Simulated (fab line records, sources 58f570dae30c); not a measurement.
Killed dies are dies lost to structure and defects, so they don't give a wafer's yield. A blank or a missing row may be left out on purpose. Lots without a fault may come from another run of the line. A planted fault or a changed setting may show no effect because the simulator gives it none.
Tool commonality check | flow berkeley_cmos170 | 14 lots, 42 wafers sampled

WHY IT WAS OPENED
At UCB170_PFIELD_TW_MEAS_09 the reading PFIELD_TW is flagged on 2 of 14 lots. Wafers without a fault read 603.3, standard deviation 2.5.
Rule: a lot is flagged when every wafer of it that has a number lies more than 4 standard deviations from that mean, or none has a number. The other lots count as sound.

lot  | measured    | on            | PFIELD_TW, wafer by wafer | flag
L864 | day 5 00:25 | film_metro-03 | 601.0 602.0 604.9         |
L865 | day 5 16:34 | film_metro-03 | 604.0 603.0 602.2         |
L871 | day 6 12:35 | film_metro-01 | 602.5 603.0 604.8         |
L868 | day 6 12:52 | film_metro-04 | 606.1 601.4 606.9         |
L867 | day 6 12:57 | film_metro-01 | 697.6 698.4 700.0         | FLAGGED
L869 | day 6 13:08 | film_metro-04 | 606.1 603.8 603.9         |
L876 | day 7 07:47 | film_metro-03 | 599.8 602.8 600.0         |
L875 | day 7 08:48 | film_metro-03 | 695.2 693.7 696.4         | FLAGGED
L879 | day 7 19:17 | film_metro-04 | 605.7 604.2 603.4         |
L882 | day 8 20:14 | film_metro-01 | 601.9 607.3 600.8         |
L881 | day 8 20:56 | film_metro-03 | 607.0 604.3 603.2         |
L885 | day 9 09:10 | film_metro-01 | 604.5 604.9 603.5         |
L886 | day 9 19:04 | film_metro-04 | 606.8 605.7 606.4         |
L887 | day 9 19:16 | film_metro-01 | 604.4 602.0 604.2         |
The numbers of the flagged lots are 696.9 on average: +93.6 against the usual, or +37 standard deviations.

WHICH TOOL RAN EACH LOT
The record holds 2 process steps before the reading, out of a route of 331 steps. In each cell: the tool, then ch and the chambers that the sampled wafers went through, then the start.
lot  | flag    | UCB170_ZERO_ETCH_06               | UCB170_PFIELD_IMPLANT_07
L864 |         | rie_diel-04 ch 0,1, day 1 22:51   | implanter-01 ch 0, day 5 00:11
L865 |         | rie_diel-04 ch 0,1, day 2 07:14   | implanter-01 ch 0, day 5 16:20
L871 |         | rie_diel-04 ch 1,2, day 3 09:34   | implanter-01 ch 0, day 6 12:21
L868 |         | rie_diel-04 ch 1,2, day 2 19:05   | implanter-02 ch 0, day 6 12:38
L867 | FLAGGED | rie_diel-03 ch 0,1, day 2 18:52   | implanter-01 ch 0, day 6 12:38
L869 |         | rie_diel-03 ch 0,2,3, day 3 09:27 | implanter-02 ch 0, day 6 12:54
L876 |         | rie_diel-03 ch 0,2,3, day 4 10:04 | implanter-04 ch 0, day 7 07:32
L875 | FLAGGED | rie_diel-02 ch 0,3, day 4 03:32   | implanter-01 ch 0, day 7 08:34
L879 |         | rie_diel-02 ch 1,3, day 4 22:06   | implanter-04 ch 0, day 7 19:04
L882 |         | rie_diel-04 ch 0,3, day 5 15:26   | implanter-04 ch 0, day 8 20:01
L881 |         | rie_diel-02 ch 1,2, day 5 10:46   | implanter-04 ch 0, day 8 20:41
L885 |         | rie_diel-02 ch 0,1,3, day 6 05:45 | implanter-04 ch 0, day 9 08:56
L886 |         | rie_diel-02 ch 1,2,3, day 6 12:50 | implanter-01 ch 0, day 9 18:50
L887 |         | rie_diel-04 ch 0,1,2, day 6 17:26 | implanter-04 ch 0, day 9 19:01
What these steps do:
- UCB170_ZERO_ETCH_06: etches SiO2 in CHF3/CF4/Ar, time 12 s.
- UCB170_PFIELD_IMPLANT_07
- UCB170_PFIELD_TW_MEAS_09

FLAGGED OVER TOTAL, TOOL BY TOOL (the gauges that took the reading come last)
step                     | tool          | lots run | flagged | share of the flagged lots | sound lots run after its first flagged lot
UCB170_ZERO_ETCH_06      | rie_diel-02   | 5        | 1       | some                      | 4 (L879,L881,L885,L886)
UCB170_ZERO_ETCH_06      | rie_diel-03   | 3        | 1       | some                      | 2 (L869,L876)
UCB170_ZERO_ETCH_06      | rie_diel-04   | 6        | 0       | none                      | -
UCB170_PFIELD_IMPLANT_07 | implanter-01  | 6        | 2       | all                       | 1 (L886)
UCB170_PFIELD_IMPLANT_07 | implanter-02  | 2        | 0       | none                      | -
UCB170_PFIELD_IMPLANT_07 | implanter-04  | 6        | 0       | none                      | -
UCB170_PFIELD_TW_MEAS_09 | film_metro-01 | 5        | 1       | some                      | 3 (L882,L885,L887)
UCB170_PFIELD_TW_MEAS_09 | film_metro-03 | 5        | 1       | some                      | 1 (L881)
UCB170_PFIELD_TW_MEAS_09 | film_metro-04 | 4        | 0       | none                      | -

WHAT THE TABLE ALLOWS
1 row of the table ran every flagged lot: implanter-01 at UCB170_PFIELD_IMPLANT_07.
- implanter-01 at UCB170_PFIELD_IMPLANT_07: 2 of its 6 lots flagged. Sound lots ran on it after the first flagged one (L886), which a lasting fault on the whole tool wouldn't allow. Its own readings lie more than 4 standard deviations out on every wafer of the flagged lots: dose_ions_cm2, faraday_current_uA.
No row of the table ran every flagged lot and no sound lot after the first.

WHAT THE SIMULATOR HAD PUT IN
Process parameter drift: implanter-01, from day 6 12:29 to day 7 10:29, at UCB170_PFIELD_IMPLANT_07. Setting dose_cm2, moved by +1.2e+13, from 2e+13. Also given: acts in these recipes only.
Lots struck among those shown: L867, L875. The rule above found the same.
